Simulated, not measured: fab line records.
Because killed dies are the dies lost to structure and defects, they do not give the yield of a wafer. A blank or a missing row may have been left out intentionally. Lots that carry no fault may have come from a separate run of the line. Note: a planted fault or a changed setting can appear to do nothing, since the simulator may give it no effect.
A struck lot beside a sound one ; flow berkeley cmos170 ; 14 out of 331 route steps
Sound: these wafers, L564.1, L564.2, L564.5. Struck: wafers L561.2, L561.3, L561.4. The cause comes at the end.
Per side, at each step with rows, come the tool, then ch with its chambers, and then its first start. Under that, the readings that differ: sound wafers ; struck wafers ; difference of the means ; sigmas: that difference in standard deviations of wafers without a fault.
alike: readings with means less than 2 such deviations apart, plus words and numbers identical on both sides. not compared: withheld readings, readings lacking a value on some wafer, bounds such as >300 that could conceal the same value, and numbers that have no deviation in the record and whose values overlap.
Wherever a step has rows on one side only, a row that says differs or no value, or a row with sigmas, the two part there. Non-overlapping numbers with no deviation appear without sigmas and do not part them. A reading that every wafer of one side lacks parts them only if that side has two wafers or more.

UCB170_M2_STRIP_07: strips in O2.
  sound on plasma asher-04 ch 0,1, day 10 13:51; struck on plasma asher-02 ch 0,1, day 9 14:26
  alike: chamber pressure mTorr, drypump motor current A, oes product au, strip time to endpoint s
  not compared: rf hours counter h
then, 7 steps without rows for these wafers: UCB170_M2_STRIP_08 (strips KrF in DMSO, time 600 s); UCB170_M2_COAT_09; UCB170_M2_COAT_10 (resist thk 900 nm); UCB170_M2_SOFTBAKE_11 (time 60 s); UCB170_M2_EXPOSE_12 (exposes mask METAL2, target cd 700 nm); UCB170_M2_PEB_13; UCB170_M2_DEVELOP_14 (develop time 45 s).
UCB170_M2_CD_MEAS_15: the cd target is 700 nm.
  struck on cd sem-02, day 9 16:17; sound on cd sem-01, day 10 15:07
reading;sound;struck;difference;sigmas
cd nm (nm);702.9 700.8 702.6;698.9 698.4 697.4;-3.9;-3
UCB170_M2_OVL_MEAS_16:
  struck on overlay-01, day 9 16:24; sound on overlay-02, day 10 15:14
  alike: M2_OVL
UCB170_M2_ETCH_17: etches BARC in N2/H2.
  sound on rie diel-04 ch 1,3, day 10 15:17; struck on rie diel-03 ch 1,2, day 9 16:26
  alike: drypump motor current A, n2 flow sccm, oes product au, throttle valve pct
UCB170_M2_METAL_ETCH_18: etches Al in Cl2/BCl3, stops on SiO2, target depth 1170 nm, time 195 s.
  sound on rie metal-01 ch 0,1, day 10 15:19; struck on rie metal-04 ch 0,1, day 9 16:28
  alike: drypump motor current A, he backside leak sccm, oes product au, throttle valve pct
  not compared: rf hours counter h
UCB170_M2_STRIP_19: strips in O2.
  sound on plasma asher-02 ch 0,1, day 10 15:31; struck on plasma asher-04 ch 0,1, day 9 16:40
  no value came back on the struck wafers for chamber pressure mTorr (mTorr), drypump motor current A (A), oes product au (a.u.); on the sound wafers chamber pressure mTorr (mTorr) reads 3496.5 3502.0 3501.2
reading;sound;struck;difference;sigmas
model.KrF_of_M2_COAT_10.thk nm (nm);0 0 0;213.5 231 211.5;+218.7;
  not compared: rf hours counter h
UCB170_M2_CD_MEAS_90: the cd target is 700 nm.
  struck on cd sem-01, day 9 16:47; sound on cd sem-01, day 10 15:37
  alike: cd nm

## WHERE THEY PART
At UCB170_M2_CD_MEAS_15 first; at UCB170_M2_STRIP_19 last (within this record only). Later steps at which nothing parts them and some readings are alike: UCB170_M2_CD_MEAS_90.

WHY: what the simulator had put in
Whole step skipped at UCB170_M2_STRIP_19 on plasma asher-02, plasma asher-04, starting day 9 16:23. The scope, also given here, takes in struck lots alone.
